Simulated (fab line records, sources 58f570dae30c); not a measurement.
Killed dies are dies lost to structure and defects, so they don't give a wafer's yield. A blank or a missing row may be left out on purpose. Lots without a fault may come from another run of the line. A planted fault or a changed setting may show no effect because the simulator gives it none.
Tool commonality check | flow berkeley_cmos170 | 14 lots, 42 wafers sampled

WHY IT WAS OPENED
At UCB170_M2_RS_MEAS_02 the reading M2_AL_RS is flagged on 2 of 14 lots. Wafers without a fault read 0.0323 ohm/sq, standard deviation 0.00056.
Rule: a lot is flagged when every wafer of it that has a number lies more than 4 standard deviations from that mean, or none has a number. The other lots count as sound.

lot  | measured     | on            | M2_AL_RS (ohm/sq), wafer by wafer | flag
L367 | day 8 14:58  | film_metro-02 | 0.0326 0.0319 0.0316              |
L368 | day 8 16:31  | film_metro-04 | 0.0320 0.0330 0.0321              |
L370 | day 9 01:26  | film_metro-04 | 0.0323 0.0325 0.0321              |
L373 | day 10 13:29 | film_metro-02 | 0.0327 0.0327 0.0327              |
L374 | day 10 13:44 | film_metro-03 | 0.0545 0.0522 0.0535              | FLAGGED
L376 | day 10 13:58 | film_metro-02 | 0.0328 0.0328 0.0328              |
L377 | day 10 22:27 | film_metro-02 | 0.0529 0.0533 0.0531              | FLAGGED
L379 | day 11 14:42 | film_metro-03 | 0.0317 0.0325 0.0325              |
L380 | day 11 17:25 | film_metro-04 | 0.0329 0.0327 0.0328              |
L384 | day 12 04:50 | film_metro-03 | 0.0317 0.0330 0.0324              |
L386 | day 13 09:30 | film_metro-03 | 0.0315 0.0315 0.0320              |
L388 | day 13 21:43 | film_metro-04 | 0.0319 0.0328 0.0316              |
L389 | day 13 22:14 | film_metro-03 | 0.0330 0.0328 0.0333              |
L390 | day 14 04:32 | film_metro-04 | 0.0314 0.0319 0.0311              |
The numbers of the flagged lots are 0.0532 ohm/sq on average: +0.0209 ohm/sq against the usual, or +37 standard deviations.

WHICH TOOL RAN EACH LOT
The record holds 3 process steps before the reading, out of a route of 331 steps. In each cell: the tool, then ch and the chambers that the sampled wafers went through, then the start.
lot  | flag    | UCB170_SDANNEAL_RTA_00           | UCB170_CONTACT_RTA_08            | UCB170_M2_SPUTTER_01
L367 |         | rtp_anneal-01 ch 0, day 8 02:05  | rtp_anneal-01 ch 0, day 8 06:48  | pvd_sputter-04, day 8 14:52
L368 |         | rtp_anneal-01 ch 0, day 8 04:15  | rtp_anneal-02 ch 0, day 8 08:16  | pvd_sputter-02, day 8 16:23
L370 |         | rtp_anneal-01 ch 0, day 8 11:33  | rtp_anneal-01 ch 0, day 8 16:46  | pvd_sputter-04, day 9 01:22
L373 |         | rtp_anneal-02 ch 0, day 9 21:03  | rtp_anneal-01 ch 0, day 10 02:29 | pvd_sputter-01, day 10 13:20
L374 | FLAGGED | rtp_anneal-02 ch 0, day 9 21:23  | rtp_anneal-02 ch 0, day 10 02:29 | pvd_sputter-04, day 10 13:37
L376 |         | rtp_anneal-02 ch 0, day 9 21:32  | rtp_anneal-01 ch 0, day 10 02:32 | pvd_sputter-01, day 10 13:53
L377 | FLAGGED | rtp_anneal-02 ch 0, day 10 09:26 | rtp_anneal-02 ch 0, day 10 13:45 | pvd_sputter-04, day 10 22:22
L379 |         | rtp_anneal-01 ch 0, day 11 03:17 | rtp_anneal-01 ch 0, day 11 07:04 | pvd_sputter-02, day 11 14:35
L380 |         | rtp_anneal-01 ch 0, day 11 03:27 | rtp_anneal-01 ch 0, day 11 09:04 | pvd_sputter-01, day 11 17:16
L384 |         | rtp_anneal-02 ch 0, day 11 14:18 | rtp_anneal-02 ch 0, day 11 19:33 | pvd_sputter-02, day 12 04:44
L386 |         | rtp_anneal-02 ch 0, day 12 18:34 | rtp_anneal-02 ch 0, day 12 22:39 | pvd_sputter-04, day 13 09:24
L388 |         | rtp_anneal-02 ch 0, day 13 04:29 | rtp_anneal-02 ch 0, day 13 08:53 | pvd_sputter-02, day 13 21:35
L389 |         | rtp_anneal-01 ch 0, day 13 04:48 | rtp_anneal-01 ch 0, day 13 10:47 | pvd_sputter-01, day 13 22:09
L390 |         | rtp_anneal-02 ch 0, day 13 13:34 | rtp_anneal-02 ch 0, day 13 18:16 | pvd_sputter-04, day 14 04:27
What these steps do:
- UCB170_SDANNEAL_RTA_00: time 10 s.
- UCB170_CONTACT_RTA_08: time 10 s.
- UCB170_M2_SPUTTER_01: material Al, target thk 900 nm, time 120 s.
- UCB170_M2_RS_MEAS_02: measures by four-point-probe.

FLAGGED OVER TOTAL, TOOL BY TOOL (the gauges that took the reading come last)
step                   | tool           | lots run | flagged | share of the flagged lots | sound lots run after its first flagged lot
UCB170_SDANNEAL_RTA_00 | rtp_anneal-01  | 6        | 0       | none                      | -
UCB170_SDANNEAL_RTA_00 | rtp_anneal-02  | 8        | 2       | all                       | 5 (L376,L384,L386,L388,L390)
UCB170_CONTACT_RTA_08  | rtp_anneal-01  | 7        | 0       | none                      | -
UCB170_CONTACT_RTA_08  | rtp_anneal-02  | 7        | 2       | all                       | 4 (L384,L386,L388,L390)
UCB170_M2_SPUTTER_01   | pvd_sputter-01 | 4        | 0       | none                      | -
UCB170_M2_SPUTTER_01   | pvd_sputter-02 | 4        | 0       | none                      | -
UCB170_M2_SPUTTER_01   | pvd_sputter-04 | 6        | 2       | all                       | 2 (L386,L390)
UCB170_M2_RS_MEAS_02   | film_metro-02  | 4        | 1       | some                      | 0
UCB170_M2_RS_MEAS_02   | film_metro-03  | 5        | 1       | some                      | 4 (L379,L384,L386,L389)
UCB170_M2_RS_MEAS_02   | film_metro-04  | 5        | 0       | none                      | -

WHAT THE TABLE ALLOWS
3 rows of the table ran every flagged lot: rtp_anneal-02 at UCB170_SDANNEAL_RTA_00, rtp_anneal-02 at UCB170_CONTACT_RTA_08, pvd_sputter-04 at UCB170_M2_SPUTTER_01.
- rtp_anneal-02 at UCB170_SDANNEAL_RTA_00: 2 of its 8 lots flagged. Sound lots ran on it after the first flagged one (L376, L384, L386, L388, L390), which a lasting fault on the whole tool wouldn't allow.
- rtp_anneal-02 at UCB170_CONTACT_RTA_08: 2 of its 7 lots flagged. Sound lots ran on it after the first flagged one (L384, L386, L388, L390), which a lasting fault on the whole tool wouldn't allow.
- pvd_sputter-04 at UCB170_M2_SPUTTER_01: 2 of its 6 lots flagged. Sound lots ran on it after the first flagged one (L386, L390), which a lasting fault on the whole tool wouldn't allow.
No row of the table ran every flagged lot and no sound lot after the first.

WHAT THE SIMULATOR HAD PUT IN
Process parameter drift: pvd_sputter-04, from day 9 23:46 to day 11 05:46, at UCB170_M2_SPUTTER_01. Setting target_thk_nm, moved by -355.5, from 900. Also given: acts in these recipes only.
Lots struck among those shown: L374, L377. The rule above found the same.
